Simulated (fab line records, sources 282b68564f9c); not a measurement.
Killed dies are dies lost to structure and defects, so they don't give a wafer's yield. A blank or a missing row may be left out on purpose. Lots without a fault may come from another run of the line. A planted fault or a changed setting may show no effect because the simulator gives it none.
fab line records | flow rit_cmos
record lots=5 wafers=23
route steps=202 shown GATE@91 NLDD@111 SPACER@130 SDANNEAL@156 PSD@157 PLDD@159 CONTACT@171 M1@188
start_h: hours from the record's first day to the start of the lot's first wafer shown | wait_h: hours since the lot's step before | " the same as in the row above | L1.1+2: a row that stands for several wafers | - no value, or no start given | * or withheld: withheld | < > ~ a bound
route shown NAME@n: a module of which the file shows steps, and the number in the route of the first | usual: mean/standard deviation of fault-free wafers | same: alike in all rows | chamber/n: place in a boat | sites: the reading at each site | _std_site: their standard deviation | _edge_site: outer sites' mean less inner sites' | radius_mm: how far each site lies from the wafer's centre | mask NAME#n: copy n | behind: the tool/chamber that last shaped the wafer | hold: why the lot was held/for how many hours/how that ended | device: the transistor (n, p or np) that didn't switch | end of line: the same wafers' tests at the end of the route | a step without rows: its recipe alone | killed: dies lost to structure and defects at the first sort, not the wafer's yield | map: a wafer's dies, x killed, . not, _ none there
set.NAME: the setting as run; set.NAME@STEP: as run at that earlier step | model.NAME: the simulator's own value behind a step, which no gauge read
lots whose settings were changed on purpose; a table a step, a row a wafer
## steps
# step RIT_GATE_DEVELOP_15
# recipe resist=NOVOLAK develop_time_s=50 dev_temp_c=23
# columns lot.wafer tool chamber start_h wait_h set.develop_time_s
L074.2+5+6 litho_track-01 0 - - 50
L074.3+4 " 0 " " 45.85
L076.1+2+3 litho_track-01 0 - - 50
L076.4+5 " 0 " " 46.64
L077.1+2+4+5+6 litho_track-02 0 - - 50
L082.1+2+3 litho_track-03 0 - - 50
L083.1+3+4 litho_track-02 0 - - 50
L083.5+6 " 0 " " 53.51
# step RIT_GATE_CD_MEAS_16
# recipe target_cd_nm=150
# usual cd_nm=149.8/2.6
# columns lot.wafer tool chamber start_h wait_h set.dose_mj@GATE_EXPOSE_13 set.develop_time_s@GATE_DEVELOP_15 cd_nm
L074.2 cd_sem-02 - 43.07 - 397.9 50 128.2
L074.3 " - " " 397.9 45.85 143.8
L074.4 " - " " 397.9 45.85 143.4
L074.5 " - " " 380 50 153.7
L074.6 " - " " 380 50 152.6
L076.1 cd_sem-02 - 51.28 - 380 50 151.6
L076.2 " - " " 395.3 50 129.2
L076.3 " - " " 395.3 50 129.1
L076.4 " - " " 380 46.64 162.3
L076.5 " - " " 395.3 46.64 142.1
L077.1 cd_sem-01 - 55.17 - 380 50 145.1
L077.2 " - " " 380 50 146.2
L077.4 " - " " 380 50 147.5
L077.5 " - " " 380 50 143.9
L077.6 " - " " 380 50 144.2
L082.1 cd_sem-01 - 79.89 - 380 50 152.0
L082.2 " - " " 380 50 151.6
L082.3 " - " " 380 50 151.7
L083.1 cd_sem-02 - 84.20 - 380 50 146.4
L083.3 " - " " 390 50 130.7
L083.4 " - " " 390 50 132.3
L083.5 " - " " 390 53.51 123.2
L083.6 " - " " 380 53.51 134.7
# step RIT_GATE_HARDBAKE_18
# recipe resist=NOVOLAK temp_c=140 time_s=60
# step RIT_GATE_ETCH_19
# recipe chemistry=SF6/CHF3/O2 time_s=159.1 SF6_flow_sccm=30 CHF3_flow_sccm=30 O2_flow_sccm=5 target=poly-Si pressure_mtorr=40 rf_w=160 target_depth_a=3125 over_etch_frac=0.25 stop_on=SiO2
# columns lot.wafer tool chamber start_h wait_h set.dose_mj@GATE_EXPOSE_13 set.develop_time_s@GATE_DEVELOP_15 model.GATE.cd_nm
L074.2 rie_si-01 3 43.35 0.1 397.9 50 128
L074.3 " 1 " " 397.9 45.85 143.5
L074.4 " 0 " " 397.9 45.85 143.9
L074.5 " 2 " " 380 50 153.9
L074.6 " 3 " " 380 50 153
L076.1 rie_si-01 3 51.59 0.1 380 50 151.6
L076.2 " 2 " " 395.3 50 129.3
L076.3 " 0 " " 395.3 50 129.4
L076.4 " 1 " " 380 46.64 162.2
L076.5 " 2 " " 395.3 46.64 142.5
L077.1 rie_si-02 1 55.48 0.1 380 50 145.2
L077.2 " 3 " " 380 50 146.3
L077.4 " 0 " " 380 50 147.8
L077.5 " 0 " " 380 50 144.2
L077.6 " 1 " " 380 50 144.6
L082.1 rie_si-01 1 80.19 0.1 380 50 151.9
L082.2 " 3 " " 380 50 151.7
L082.3 " 0 " " 380 50 152
L083.1 rie_si-02 1 84.62 0.1 380 50 146.9
L083.3 " 0 " " 390 50 131
L083.4 " 3 " " 390 50 132.4
L083.5 " 3 " " 390 53.51 123
L083.6 " 2 " " 380 53.51 134.4
# step RIT_GATE_STRIP_20
# recipe chemistry=O2 time_s=180 resist=NOVOLAK platen_temp_c=withheld power_w=500 pressure_mtorr=4000 o2_flow_sccm=4000
# step RIT_GATE_CD_MEAS_90
# recipe target_cd_nm=150
# usual cd_nm=149.8/2.6
# columns lot.wafer tool chamber start_h wait_h set.dose_mj@GATE_EXPOSE_13 set.develop_time_s@GATE_DEVELOP_15 cd_nm
L074.2 cd_sem-01 - 43.66 0.1 397.9 50 127.9
L074.3 " - " " 397.9 45.85 143.6
L074.4 " - " " 397.9 45.85 144.1
L074.5 " - " " 380 50 154.1
L074.6 " - " " 380 50 152.8
L076.1 cd_sem-01 - 51.87 0.1 380 50 151.8
L076.2 " - " " 395.3 50 129.2
L076.3 " - " " 395.3 50 129.4
L076.4 " - " " 380 46.64 162.4
L076.5 " - " " 395.3 46.64 142.6
L077.1 cd_sem-02 - 55.76 0.1 380 50 145.3
L077.2 " - " " 380 50 146.5
L077.4 " - " " 380 50 147.6
L077.5 " - " " 380 50 143.9
L077.6 " - " " 380 50 144.3
L082.1 cd_sem-02 - 80.48 0.1 380 50 151.8
L082.2 " - " " 380 50 151.7
L082.3 " - " " 380 50 151.9
L083.1 cd_sem-02 - 84.92 0.1 380 50 146.8
L083.3 " - " " 390 50 131.1
L083.4 " - " " 390 50 132.1
L083.5 " - " " 390 53.51 122.7
L083.6 " - " " 380 53.51 134.4
# step RIT_NLDD_IMPLANT_08
# recipe species=P energy_kev=20 dose_cm2=5e+14 tilt_deg=7
# columns lot.wafer tool chamber start_h wait_h set.energy_kev model.implant.drp_nm
L074.2+3+4+5+6 implanter-02 0 48.14 0.1 20 12.97
L076.1+2+3+4+5 implanter-01 0 56.04 0.1 20 12.97
L077.1+4+5 implanter-02 0 60.77 0.1 19.15 12.63
L077.2+6 " 0 " " 20 12.97
L082.1+2+3 implanter-02 0 84.77 0.1 20 12.97
L083.1+5+6 implanter-04 0 89.35 0.1 19.52 12.78
L083.3+4 " 0 " " 20 12.97
# step RIT_SPACER_ETCHBACK_05
# recipe target_depth_a=2500 SF6_flow_sccm=30 CHF3_flow_sccm=30 target=Si3N4 chemistry=SF6/CHF3 pressure_mtorr=40 rf_w=250 time_s=240 stop_on=SiO2
# usual oes_product_au=0.840/0.016
# columns lot.wafer tool chamber start_h wait_h set.time_s oes_product_au model.poly-Si_of_GATE_CVD_08.thk_nm model.Si3N4_of_SPACER_CVD_03.thk_nm
L074.2 rie_diel-01 3 52.71 0.0 225.8 0.878 171.5 196.8
L074.3 " 0 " " 240 0.835 168.5 194.9
L074.4 " 2 " " 225.8 0.870 171.8 196.9
L074.5 " 3 " " 225.8 0.889 172.8 198.8
L074.6 " 2 " " 240 0.828 168.9 191.7
L076.1 rie_diel-03 0 60.65 0.1 240 0.849 169.8 192.1
L076.2 " 3 " " 240 0.835 166.9 193.1
L076.3 " 2 " " 240 0.847 169.6 195.5
L076.4 " 1 " " 240 0.824 170.5 195
L076.5 " 3 " " 240 0.839 170.8 194.9
L077.1 rie_diel-01 3 64.94 0.1 240 0.836 162.9 190
L077.2 " 0 " " 205.1 0.927 174.3 199.7
L077.4 " 1 " " 240 0.836 164.6 192.9
L077.5 " 3 " " 205.1 0.937 172.7 201.1
L077.6 " 2 " " 240 0.840 164 193.3
L082.1 rie_diel-04 1 88.97 0.1 240 0.843 164.4 192.4
L082.2 " 2 " " 240 0.854 168.1 192.4
L082.3 " 0 " " 240 0.857 164.8 192.1
L083.1 rie_diel-01 3 93.50 0.1 261 0.819 163.7 184.1
L083.3 " 2 " " 240 0.828 169.3 190.3
L083.4 " 2 " " 261 0.820 163.6 185.1
L083.5 " 3 " " 240 0.826 168.9 190.1
L083.6 " 0 " " 261 0.813 163.4 185.4
# step RIT_SDANNEAL_RTA_03
# recipe temp_c=1050 time_s=5 idle_temp_c=600 ramp_up_c_per_s=342 ramp_down_c_per_s=171 cool_to_c=600 ambient=N2
# columns lot.wafer tool chamber start_h wait_h set.time_s
L074.2+3+4 rtp_anneal-02 0 56.35 0.0 4.266
L074.5+6 " 0 " " 5
L076.1+2+3+4+5 rtp_anneal-02 0 64.43 0.0 5
L077.1+2+4+5+6 rtp_anneal-01 0 68.73 0.0 5
L082.1+2+3 rtp_anneal-02 0 92.58 0.0 5
L083.1+4 rtp_anneal-01 0 97.16 0.0 5
L083.3+5+6 " 0 " " 4.646
# step RIT_SDANNEAL_RS_MEAS_04
# recipe thk_meas_gauge=four-point-probe
# usual PSD_RS=115.76/0.24
# columns lot.wafer tool chamber start_h wait_h set.time_s@SDANNEAL_RTA_03 PSD_RS[ohm/sq]
L074.2 film_metro-02 - 56.42 0.1 4.266 117.94
L074.3 " - " " 4.266 118.19
L074.4 " - " " 4.266 118.40
L074.5 " - " " 5 115.71
L074.6 " - " " 5 115.88
L076.1 film_metro-01 - 64.49 0.0 5 115.31
L076.2 " - " " 5 115.38
L076.3 " - " " 5 115.56
L076.4 " - " " 5 115.46
L076.5 " - " " 5 115.23
L077.1 film_metro-04 - 68.78 0.0 5 115.84
L077.2 " - " " 5 116.14
L077.4 " - " " 5 116.00
L077.5 " - " " 5 116.01
L077.6 " - " " 5 115.85
L082.1 film_metro-02 - 92.64 0.0 5 115.45
L082.2 " - " " 5 115.37
L082.3 " - " " 5 115.89
L083.1 film_metro-02 - 97.28 0.1 5 115.94
L083.3 " - " " 4.646 116.55
L083.4 " - " " 5 115.73
L083.5 " - " " 4.646 116.55
L083.6 " - " " 4.646 116.83
# step RIT_SDANNEAL_RS_MEAS_06
# recipe thk_meas_gauge=four-point-probe
# usual PLDD_RS=177.7/0.48
# columns lot.wafer tool chamber start_h wait_h set.time_s@SDANNEAL_RTA_03 PLDD_RS[ohm/sq]
L074.2 film_metro-02 - 56.66 0.1 4.266 180.2
L074.3 " - " " 4.266 180.5
L074.4 " - " " 4.266 180.2
L074.5 " - " " 5 178.0
L074.6 " - " " 5 177.8
L076.1 film_metro-01 - 64.73 0.1 5 177.5
L076.2 " - " " 5 177.8
L076.3 " - " " 5 177.6
L076.4 " - " " 5 178.0
L076.5 " - " " 5 178.0
L077.1 film_metro-04 - 69.02 0.1 5 178.1
L077.2 " - " " 5 177.6
L077.4 " - " " 5 177.8
L077.5 " - " " 5 177.8
L077.6 " - " " 5 177.8
L082.1 film_metro-02 - 92.88 0.1 5 178.2
L082.2 " - " " 5 177.4
L082.3 " - " " 5 177.8
L083.1 film_metro-02 - 97.52 0.1 5 177.6
L083.3 " - " " 4.646 177.9
L083.4 " - " " 5 177.4
L083.5 " - " " 4.646 178.1
L083.6 " - " " 4.646 177.9
# step RIT_CONTACT_COAT_03
# recipe resist=NOVOLAK spin_rpm=3250 resist_thk_nm=1000
# columns lot.wafer tool chamber start_h wait_h set.resist_thk_nm model.NOVOLAK_of_CONTACT_COAT_03.thk_nm
L074.2 litho_track-03 0 57.68 0.1 1000 998.6
L074.3 " 0 " " 1000 998.1
L074.4 " 0 " " 1000 998.3
L074.5 " 0 " " 1000 998.5
L074.6 " 0 " " 1000 996.8
L076.1 litho_track-02 0 65.74 0.1 1049 1045
L076.2 " 0 " " 1000 996
L076.3 " 0 " " 1049 1048
L076.4 " 0 " " 1000 998.5
L076.5 " 0 " " 1049 1044
L077.1 litho_track-04 0 70.11 0.1 1000 995.3
L077.2 " 0 " " 1000 994.9
L077.4 " 0 " " 1000 996.8
L077.5 " 0 " " 1000 997.6
L077.6 " 0 " " 1000 995.5
L082.1 litho_track-04 0 93.92 0.1 1000 993.9
L082.2 " 0 " " 1000 993.6
L082.3 " 0 " " 1000 995
L083.1+6 litho_track-03 0 98.60 0.1 1035 1036
L083.3 " 0 " " 1035 1035
L083.4 " 0 " " 1000 999.5
L083.5 " 0 " " 1000 1002
# step RIT_CONTACT_SOFTBAKE_04
# recipe resist=NOVOLAK temp_c=90 time_s=60
# step RIT_CONTACT_EXPOSE_05
# recipe mask_id=M11 na=0.6 source_shape=conventional sigma_outer=0.5 target_cd_nm=1000 dose_mj=250
# step RIT_CONTACT_HARDBAKE_10
# recipe resist=NOVOLAK temp_c=140 time_s=60
# columns lot.wafer tool chamber start_h wait_h set.resist_thk_nm@CONTACT_COAT_03 model.NOVOLAK_of_CONTACT_COAT_03.thk_nm
L074.2+5 litho_track-03 0 58.65 0.0 1000 882
L074.3 " 0 " " 1000 881.7
L074.4 " 0 " " 1000 881.8
L074.6 " 0 " " 1000 880.5
L076.1 litho_track-04 0 66.91 0.1 1049 922.8
L076.2 " 0 " " 1000 879.8
L076.3 " 0 " " 1049 925.3
L076.4 " 0 " " 1000 882
L076.5 " 0 " " 1049 921.6
L077.1 litho_track-03 0 71.08 0.0 1000 879.2
L077.2 " 0 " " 1000 878.9
L077.4 " 0 " " 1000 880.5
L077.5 " 0 " " 1000 881.2
L077.6 " 0 " " 1000 879.4
L082.1 litho_track-04 0 94.89 0.0 1000 878
L082.2 " 0 " " 1000 877.7
L082.3 " 0 " " 1000 879
L083.1 litho_track-04 0 99.70 0.0 1035 914.8
L083.3 " 0 " " 1035 914.2
L083.4 " 0 " " 1000 882.8
L083.5 " 0 " " 1000 884.8
L083.6 " 0 " " 1035 914.4
# step RIT_CONTACT_ETCH_11
# recipe target_depth_a=4800 over_etch_frac=0.2 stop_on=TiSi2 chemistry=CHF3/CF4/Ar target=SiO2 CHF3_flow_sccm=50 cf4_flow_sccm=10 Ar_flow_sccm=100 O2_flow_sccm=5 pressure_mtorr=100 rf_w=200 time_s=320
# columns lot.wafer tool chamber start_h wait_h set.over_etch_frac set.resist_thk_nm@CONTACT_COAT_03 model.NOVOLAK_of_CONTACT_COAT_03.thk_nm
L074.2 rie_diel-02 1 58.78 0.1 0.2 1000 767.6
L074.3 " 0 " " 0.2 1000 766.9
L074.4 " 3 " " 0.2 1000 765.4
L074.5 " 2 " " 0.2 1000 766.3
L074.6 " 3 " " 0.2 1000 764
L076.1 rie_diel-03 1 67.06 0.1 0.2 1049 807.1
L076.2 " 0 " " 0.2 1000 765.6
L076.3 " 2 " " 0.2 1049 813.7
L076.4 " 3 " " 0.2 1000 769.1
L076.5 " 1 " " 0.2 1049 807.3
L077.1 rie_diel-02 2 71.23 0.1 0.1618 1000 768.9
L077.2 " 0 " " 0.2 1000 765.2
L077.4 " 2 " " 0.1618 1000 770.2
L077.5 " 0 " " 0.1618 1000 770.3
L077.6 " 3 " " 0.2 1000 763.1
L082.1 rie_diel-04 2 95.04 0.1 0.2 1000 763.4
L082.2 " 1 " " 0.2 1000 763.8
L082.3 " 0 " " 0.2 1000 761.6
L083.1 rie_diel-03 1 99.85 0.1 0.1499 1035 803.4
L083.3 " 2 " " 0.1499 1035 806.4
L083.4 " 0 " " 0.2 1000 768
L083.5 " 0 " " 0.2 1000 770
L083.6 " 1 " " 0.2 1035 799.3
# step RIT_M1_COAT_04
# recipe resist=NOVOLAK spin_rpm=2000 resist_thk_nm=1300
# columns lot.wafer tool chamber start_h wait_h set.spin_rpm model.NOVOLAK_of_M1_COAT_04.thk_nm
L074.2+6 litho_track-04 0 60.27 0.1 1885 1339
L074.3 " 0 " " 2000 1300
L074.4 " 0 " " 1885 1333
L074.5 " 0 " " 2000 1296
L076.1+3 litho_track-01 0 68.70 0.1 2000 1295
L076.2 " 0 " " 2000 1297
L076.4 " 0 " " 2000 1293
L076.5 " 0 " " 2000 1294
L077.1 litho_track-01 0 72.87 0.1 2000 1303
L077.2 " 0 " " 2000 1298
L077.4 " 0 " " 2000 1300
L077.5 " 0 " " 2000 1302
L077.6 " 0 " " 2000 1304
L082.1 litho_track-02 0 96.70 0.1 2000 1301
L082.2 " 0 " " 2000 1296
L082.3 " 0 " " 2000 1302
L083.1 litho_track-01 0 101.33 0.1 1873 1342
L083.3 " 0 " " 2000 1302
L083.4 " 0 " " 2000 1297
L083.5 " 0 " " 2000 1299
L083.6 " 0 " " 1873 1343
# step RIT_M1_DEVELOP_08
# recipe resist=NOVOLAK develop_time_s=68 dev_temp_c=23
# columns lot.wafer tool chamber start_h wait_h set.develop_time_s set.spin_rpm@M1_COAT_04 model.NOVOLAK_of_M1_COAT_04.thk_nm
L074.2 litho_track-01 0 - - 68 1885 1338
L074.3 " 0 " " 68 2000 1299
L074.4 " 0 " " 68 1885 1333
L074.5 " 0 " " 68 2000 1296
L074.6 " 0 " " 68 1885 1339
L076.1+5 litho_track-04 0 - - 68 2000 1294
L076.2 " 0 " " 58.79 2000 1296
L076.3 " 0 " " 58.79 2000 1295
L076.4 " 0 " " 68 2000 1293
L077.1 litho_track-01 0 - - 68 2000 1302
L077.2 " 0 " " 68 2000 1298
L077.4 " 0 " " 74.95 2000 1300
L077.5 " 0 " " 74.95 2000 1301
L077.6 " 0 " " 74.95 2000 1303
L082.1+3 litho_track-01 0 - - 68 2000 1301
L082.2 " 0 " " 68 2000 1296
L083.1 litho_track-04 0 - - 77.6 1873 1341
L083.3 " 0 " " 68 2000 1302
L083.4 " 0 " " 68 2000 1297
L083.5 " 0 " " 77.6 2000 1299
L083.6 " 0 " " 77.6 1873 1342
# step RIT_M1_CD_MEAS_09
# recipe target_cd_nm=2600
# usual cd_nm=2600.8/2.1
# columns lot.wafer tool chamber start_h wait_h set.develop_time_s@M1_DEVELOP_08 cd_nm
L074.2 cd_sem-01 - 61.12 - 68 2601.8
L074.3 " - " " 68 2596.4
L074.4 " - " " 68 2600.9
L074.5 " - " " 68 2597.4
L074.6 " - " " 68 2601.7
L076.1 cd_sem-02 - 69.55 - 68 2595.7
L076.2 " - " " 58.79 2613.2
L076.3 " - " " 58.79 2611.6
L076.4 " - " " 68 2596.4
L076.5 " - " " 68 2596.7
L077.1 cd_sem-01 - 73.82 - 68 2603.9
L077.2 " - " " 68 2601.6
L077.4 " - " " 74.95 2593.7
L077.5 " - " " 74.95 2592.3
L077.6 " - " " 74.95 2594.7
L082.1 cd_sem-02 - 97.43 - 68 2601.7
L082.2 " - " " 68 2600.3
L082.3 " - " " 68 2599.8
L083.1 cd_sem-02 - 102.19 - 77.6 2593.1
L083.3 " - " " 68 2602.9
L083.4 " - " " 68 2602.2
L083.5 " - " " 77.6 2589.8
L083.6 " - " " 77.6 2594.4
# step RIT_M1_HARDBAKE_11
# recipe resist=NOVOLAK temp_c=140 time_s=120
# columns lot.wafer tool chamber start_h wait_h set.spin_rpm@M1_COAT_04 model.NOVOLAK_of_M1_COAT_04.thk_nm
L074.2 litho_track-01 0 61.45 0.2 1885 1170
L074.3 " 0 " " 2000 1137
L074.4 " 0 " " 1885 1165
L074.5 " 0 " " 2000 1133
L074.6 " 0 " " 1885 1171
L076.1+5 litho_track-04 0 69.71 0.0 2000 1132
L076.2 " 0 " " 2000 1134
L076.3 " 0 " " 2000 1133
L076.4 " 0 " " 2000 1131
L077.1 litho_track-01 0 73.97 0.0 2000 1139
L077.2 " 0 " " 2000 1135
L077.4 " 0 " " 2000 1137
L077.5 " 0 " " 2000 1138
L077.6 " 0 " " 2000 1140
L082.1+3 litho_track-02 0 97.58 0.0 2000 1138
L082.2 " 0 " " 2000 1134
L083.1 litho_track-02 0 102.34 0.0 1873 1173
L083.3 " 0 " " 2000 1139
L083.4 " 0 " " 2000 1135
L083.5 " 0 " " 2000 1136
L083.6 " 0 " " 1873 1174
# step RIT_M1_METAL_ETCH_12
# recipe stop_on=SiO2 chemistry=Cl2/BCl3 target=Al time_s=165 over_etch_frac=0.5 pressure_mtorr=100 target_depth_a=6000 rf_w=250 Cl2_flow_sccm=60 bcl3_flow_sccm=50
# columns lot.wafer tool chamber start_h wait_h set.develop_time_s@M1_DEVELOP_08 model.M1.cd_nm
L074.2 rie_metal-03 0 61.66 0.2 68 2601
L074.3 " 0 " " 68 2595
L074.4 " 1 " " 68 2602
L074.5 " 1 " " 68 2597
L074.6 " 0 " " 68 2600
L076.1+4 rie_metal-01 1 69.96 0.2 68 2599
L076.2 " 0 " " 58.79 2615
L076.3 " 0 " " 58.79 2613
L076.5 " 1 " " 68 2600
L077.1+2 rie_metal-03 0,1 74.22 0.2 68 2603
L077.4 " 0 " " 74.95 2595
L077.5 " 0 " " 74.95 2593
L077.6 " 1 " " 74.95 2596
L082.1 rie_metal-01 1 97.83 0.2 68 2603
L082.2+3 " 0 " " 68 2600
L083.1+6 rie_metal-03 1,0 102.59 0.2 77.6 2594
L083.3 " 1 " " 68 2604
L083.4 " 0 " " 68 2601
L083.5 " 1 " " 77.6 2591
# step RIT_M1_PROBE_99
# usual killed_at_contacts=0.1/0.36 killed_at_front_end=6.2/2.8 killed_dies=6.3/2.9 killed_open=3.3/2.1 killed_short=3.0/1.7
# same gross_dies=264 killed_at_M0_to_M3=0 killed_at_M4_up=0 killed_at_back_side=0 killed_at_other=0
# columns lot.wafer tool chamber start_h wait_h set.time_s@SPACER_ETCHBACK_05 killed_at_contacts killed_at_front_end killed_dies killed_open killed_short model.etest.pplus_sal.width_nm
L074.2 prober-02 - 63.96 0.1 225.8 0 59 59 3 2 3417
L074.3 prober-02 - 64.01 0.2 240 0 6 6 2 4 3490
L074.4 prober-02 - 64.06 0.2 225.8 0 6 6 3 3 3429
L074.5 prober-02 - 64.11 0.2 225.8 0 8 8 5 3 3429
L074.6 prober-02 - 64.16 0.2 240 0 4 4 3 1 3467
L076.1 prober-02 - 72.39 0.1 240 0 1 1 0 1 3440
L076.2 prober-02 - 72.44 0.1 240 0 31 31 2 2 3441
L076.3 prober-02 - 72.49 0.2 240 1 34 35 7 2 3437
L076.4 prober-02 - 72.54 0.2 240 0 3 3 3 0 3437
L076.5 prober-02 - 72.59 0.2 240 0 3 3 3 0 3438
L077.1 prober-01 - 76.47 0.1 240 0 10 10 6 4 3452
L077.2 prober-01 - 76.52 0.1 205.1 0 10 10 4 6 3376
L077.4 prober-01 - 76.62 0.2 240 0 9 9 6 3 3450
L077.5 prober-01 - 76.67 0.2 205.1 2 12 14 7 7 3364
L077.6 prober-01 - 76.72 0.2 240 0 4 4 3 1 3452
L082.1 prober-02 - 100.10 0.1 240 0 11 11 6 5 3449
L082.2 prober-02 - 100.15 0.1 240 1 5 6 4 2 3482
L082.3 prober-02 - 100.20 0.2 240 0 7 7 2 5 3456
L083.1 prober-01 - 104.84 0.1 261 0 10 10 5 5 3517
L083.3 prober-01 - 104.94 0.2 240 0 8 8 2 5 3466
L083.4 prober-01 - 104.99 0.2 261 0 4 4 1 2 3508
L083.5 prober-01 - 105.04 0.2 240 0 113 113 1 4 3456
L083.6 prober-01 - 105.09 0.2 261 0 7 7 2 5 3529
# killed by level:class
L074.2 GATE:area_expose=54 GATE:geometric_particle:open=2 GATE:geometric_particle:short=2 FOX2:geometric_particle:open=1
L074.3 GATE:geometric_particle:short=2 FOX1:geometric_particle:short=1 GATE:geometric_particle:open=1 SILICIDE:geometric_particle:open=1 SILICIDE:geometric_particle:short=1
L074.4 GATE:geometric_particle:open=3 FOX2:geometric_particle:short=1 REOX:geometric_particle:short=1 SILICIDE:geometric_particle:short=1
L074.5 FOX1:geometric_particle:open=2 GATE:geometric_particle:open=2 SILICIDE:geometric_particle:short=2 GATE:geometric_particle:short=1 SILICIDE:geometric_particle:open=1
L074.6 GATE:geometric_particle:open=3 GATE:geometric_particle:short=1
L076.1 SILICIDE:geometric_particle:short=1
L076.2 GATE:area_expose=27 FOX1:geometric_particle:short=1 REOX:geometric_particle:open=1 SILICIDE:geometric_particle:short=1 SILICIDE:geometric_particle:open=1
L076.3 GATE:area_expose=26 GATE:geometric_particle:open=3 SILICIDE:geometric_particle:open=2 REOX:geometric_particle:short=1 REOX:geometric_particle:open=1 SILICIDE:geometric_particle:short=1 CONTACT:geometric_particle:open=1
L076.4 FOX1:geometric_particle:open=1 GATE:geometric_particle:open=1 SPACER:geometric_particle:open=1
L076.5 GATE:geometric_particle:open=2 REOX:geometric_particle:open=1
L077.1 REOX:geometric_particle:open=3 SILICIDE:geometric_particle:short=3 GATE:geometric_particle:open=2 FOX1:geometric_particle:open=1 REOX:geometric_particle:short=1
L077.2 FOX1:geometric_particle:open=3 SPACER:geometric_particle:short=3 SILICIDE:geometric_particle:short=2 FOX1:geometric_particle:short=1 SPACER:geometric_particle:open=1
L077.4 GATE:geometric_particle:open=4 GATE:geometric_particle:short=2 REOX:geometric_particle:open=1 SILICIDE:geometric_particle:open=1 SILICIDE:geometric_particle:short=1
L077.5 FOX1:geometric_particle:short=2 FOX1:geometric_particle:open=2 GATE:geometric_particle:short=2 SPACER:geometric_particle:short=2 CONTACT:geometric_particle:open=2 FOX2:geometric_particle:open=1 GATE:geometric_particle:open=1 REOX:geometric_particle:short=1
L077.6 FOX1:geometric_particle:open=1 GATE:geometric_particle:short=1 REOX:geometric_particle:open=1 SPACER:geometric_particle:open=1
L082.1 GATE:geometric_particle:open=3 GATE:geometric_particle:short=2 FOX1:geometric_particle:short=1 FOX1:geometric_particle:open=1 FOX2:geometric_particle:short=1 FOX2:geometric_particle:open=1 SPACER:geometric_particle:open=1 SILICIDE:geometric_particle:short=1
L082.2 FOX1:geometric_particle:open=2 FOX1:geometric_particle:short=1 REOX:geometric_particle:short=1 SILICIDE:geometric_particle:open=1 CONTACT:geometric_particle:open=1
L082.3 GATE:geometric_particle:short=2 SPACER:geometric_particle:short=2 SILICIDE:geometric_particle:open=2 FOX1:geometric_particle:short=1
L083.1 FOX1:geometric_particle:short=2 GATE:geometric_particle:open=2 SPACER:geometric_particle:short=2 FOX2:geometric_particle:open=1 REOX:geometric_particle:open=1 SPACER:geometric_particle:open=1 SILICIDE:geometric_particle:short=1
L083.3 GATE:geometric_particle:short=3 FOX1:geometric_particle:short=1 REOX:geometric_particle:short=1 REOX:geometric_particle:open=1 SPACER:geometric_particle:open=1 GATE:area_expose=1
L083.4 FOX1:geometric_particle:open=1 GATE:geometric_particle:short=1 REOX:geometric_particle:short=1 GATE:area_expose=1
L083.5 GATE:area_expose=108 GATE:geometric_particle:short=3 FOX1:geometric_particle:open=1 FOX2:geometric_particle:short=1
L083.6 GATE:geometric_particle:short=4 FOX2:geometric_particle:open=2 SILICIDE:geometric_particle:short=1
## key
split step=RIT_GATE_DEVELOP_15 setting=develop_time_s stated=50 by=wafer
response step=RIT_GATE_CD_MEAS_16 reading=cd_nm slope=-1.69 per=1% together_with=dose_mj@GATE_EXPOSE_13 explained=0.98
response step=RIT_GATE_ETCH_19 reading=model.GATE.cd_nm slope=-1.72 per=1% together_with=dose_mj@GATE_EXPOSE_13 explained=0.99
response step=RIT_GATE_CD_MEAS_90 reading=cd_nm slope=-1.73 per=1% together_with=dose_mj@GATE_EXPOSE_13 explained=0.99
split step=RIT_NLDD_IMPLANT_08 setting=energy_kev stated=20 by=wafer
response step=RIT_NLDD_IMPLANT_08 reading=model.implant.drp_nm change=+0.0788 per=1% r=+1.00
split step=RIT_SPACER_ETCHBACK_05 setting=time_s stated=240 by=wafer
response step=RIT_SPACER_ETCHBACK_05 reading=oes_product_au change=-0.00539 per=1% r=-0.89
response step=RIT_SPACER_ETCHBACK_05 reading=model.poly-Si_of_GATE_CVD_08.thk_nm change=-0.647 per=1% r=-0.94
response step=RIT_SPACER_ETCHBACK_05 reading=model.Si3N4_of_SPACER_CVD_03.thk_nm change=-0.595 per=1% r=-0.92
response step=RIT_M1_PROBE_99 reading=model.etest.pplus_sal.width_nm change=+6.19 per=1% r=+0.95
split step=RIT_SDANNEAL_RTA_03 setting=time_s stated=5 by=wafer
response step=RIT_SDANNEAL_RS_MEAS_04 reading=PSD_RS change=-0.153 per=1% r=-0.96
response step=RIT_SDANNEAL_RS_MEAS_06 reading=PLDD_RS change=-0.142 per=1% r=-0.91
split step=RIT_CONTACT_COAT_03 setting=resist_thk_nm stated=1000 by=wafer
response step=RIT_CONTACT_COAT_03 reading=model.NOVOLAK_of_CONTACT_COAT_03.thk_nm change=+9.92 per=1% r=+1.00
response step=RIT_CONTACT_HARDBAKE_10 reading=model.NOVOLAK_of_CONTACT_COAT_03.thk_nm change=+8.68 per=1% r=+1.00
response step=RIT_CONTACT_ETCH_11 reading=model.NOVOLAK_of_CONTACT_COAT_03.thk_nm change=+8.95 per=1% r=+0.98
split step=RIT_CONTACT_ETCH_11 setting=over_etch_frac stated=0.2 by=wafer
response none clear
split step=RIT_M1_COAT_04 setting=spin_rpm stated=2000 by=wafer
response step=RIT_M1_COAT_04 reading=model.NOVOLAK_of_M1_COAT_04.thk_nm change=-6.75 per=1% r=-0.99
response step=RIT_M1_DEVELOP_08 reading=model.NOVOLAK_of_M1_COAT_04.thk_nm change=-6.74 per=1% r=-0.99
response step=RIT_M1_HARDBAKE_11 reading=model.NOVOLAK_of_M1_COAT_04.thk_nm change=-5.81 per=1% r=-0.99
split step=RIT_M1_DEVELOP_08 setting=develop_time_s stated=68 by=wafer
response step=RIT_M1_CD_MEAS_09 reading=cd_nm change=-0.933 per=1% r=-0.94
response step=RIT_M1_METAL_ETCH_12 reading=model.M1.cd_nm change=-0.879 per=1% r=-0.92
split outside_this_file step=RIT_GATE_EXPOSE_13 setting=dose_mj
# split outside_this_file: this setting was split too, and the file shows its column; the key of that split is in another file
